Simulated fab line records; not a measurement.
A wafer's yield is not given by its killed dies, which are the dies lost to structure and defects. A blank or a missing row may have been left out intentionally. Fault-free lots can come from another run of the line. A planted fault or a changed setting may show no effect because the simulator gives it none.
A lot that was struck, set against a sound lot -- flow rit-cmos -- 21 out of 202 route steps
Sound: the wafers L348.3, L348.4, L348.5. Wafers L358.1, L358.2, L358.3 were the ones struck. Last of all comes the cause.
Order at every step that has rows: each side's tool, ch and its chambers, its first start. Under that, the readings that differ: sound wafers -- struck wafers -- difference of the means -- sigmas: that difference in standard deviations of wafers without a fault.
alike: words and numbers the same on both sides, and readings whose means are apart by under 2 such deviations; not compared: readings that were withheld, readings missing a value for some wafer, numbers with overlapping values and no deviation given by the record, and bounds like >300 which may hide the same value.
A row with sigmas, a row that says differs or no value, or rows on one side alone: a step with any of these is where the two part. Non-overlapping numbers with no deviation appear without sigmas and do not part them. A reading missing from all wafers of one side parts the sides only when that side holds two or more wafers.

first, 3 steps without rows for these wafers: RIT_GATE_CLEAN_02 (cleans in dHF, time 30 s); RIT_GATE_CLEAN_03 (cleans in SC2, time 600 s); RIT_GATE_CLEAN_04 (cleans in dHF, time 60 s).
RIT_FOX2_THK_MEAS_91:
  struck on film-metro-04, day 4 23:17; sound on film-metro-04, day 2 19:11
  alike: FIELD_OXIDE_LEFT_2_THK
then, 2 steps without rows for these wafers: RIT_GATE_OXIDATION_05 (target thk 3 nm, ox time 274.8 s); RIT_GATE_ANNEAL_06 (time 600 s).
RIT_GATE_THK_MEAS_07:
  struck on film-metro-01, day 5 00:41; sound on film-metro-02, day 2 21:13
  alike: GATE_OXIDE_THK
then, 1 step without rows for these wafers: RIT_GATE_CVD_08 (deposits poly-Si from SiH4, target thk 250 nm, time 2220 s).
RIT_GATE_THK_MEAS_09:
  struck on film-metro-04, day 5 02:22; sound on film-metro-01, day 2 23:42
  alike: GATE_POLY_THK
then, 3 steps without rows for these wafers: RIT_GATE_HMDS_10 (prime time 60 s); RIT_GATE_COAT_11 (resist thk 850 nm); RIT_GATE_SOFTBAKE_12 (time 60 s).
RIT_GATE_EXPOSE_13: exposes mask M6, target cd 150 nm.
  sound on iline-stepper-02 ch 0, day 3 00:14; struck on iline-stepper-01 ch 0, day 5 02:59
reading,sound,struck,difference,sigmas
mask,M6#0 M6#0 M6#0,M6_R1#0 M6_R1#0 M6_R1#0,differs,
then, 2 steps without rows for these wafers: RIT_GATE_PEB_14; RIT_GATE_DEVELOP_15 (develop time 50 s).
RIT_GATE_CD_MEAS_16: the cd target is 150 nm.
  struck on cd-sem-01, day 5 03:23; sound on cd-sem-02, day 3 00:38
reading,sound,struck,difference,sigmas
cd-nm (nm),151.0 147.6 151.2,195.2 196.5 196.0,+46.0,+18
RIT_GATE_OVL_MEAS_17:
  struck on overlay-01, day 5 03:31; sound on overlay-01, day 3 00:44
  alike: GATE_OVL
then, 1 step without rows for these wafers: RIT_GATE_HARDBAKE_18 (time 60 s).
RIT_GATE_ETCH_19: etches poly-Si in SF6/CHF3/O2, stops on SiO2, time 165 s, target depth 312.5 nm.
  sound on rie-si-01 ch 0,1, day 3 00:54; struck on rie-si-01 ch 0,2,3, day 5 03:42
reading,sound,struck,difference,sigmas
model.GATE.cd-nm (nm),151.1 147.8 150.9,195.3 196.5 196.2,+46.1,
  alike: SF6_flow_sccm, chamber-pressure-mTorr, drypump-motor-current-A, oes-product-au, throttle-valve-pct
  not compared: rf-hours-counter-h
RIT_GATE_STRIP_20: strips in O2, time 180 s.
  sound on plasma-asher-03 ch 0,1, day 3 01:04; struck on plasma-asher-03 ch 0,1, day 5 03:48
  alike: chamber-pressure-mTorr, drypump-motor-current-A
  not compared: rf-hours-counter-h
RIT_M1_PROBE_99:
  record: rows for the struck wafers here (prober-01, day 6 01:02), none for the sound ones

== WHERE THEY PART ==
Last at RIT_M1_PROBE_99 as far as this record goes, first at RIT_GATE_EXPOSE_13.

WHY: what had been put in by the simulator
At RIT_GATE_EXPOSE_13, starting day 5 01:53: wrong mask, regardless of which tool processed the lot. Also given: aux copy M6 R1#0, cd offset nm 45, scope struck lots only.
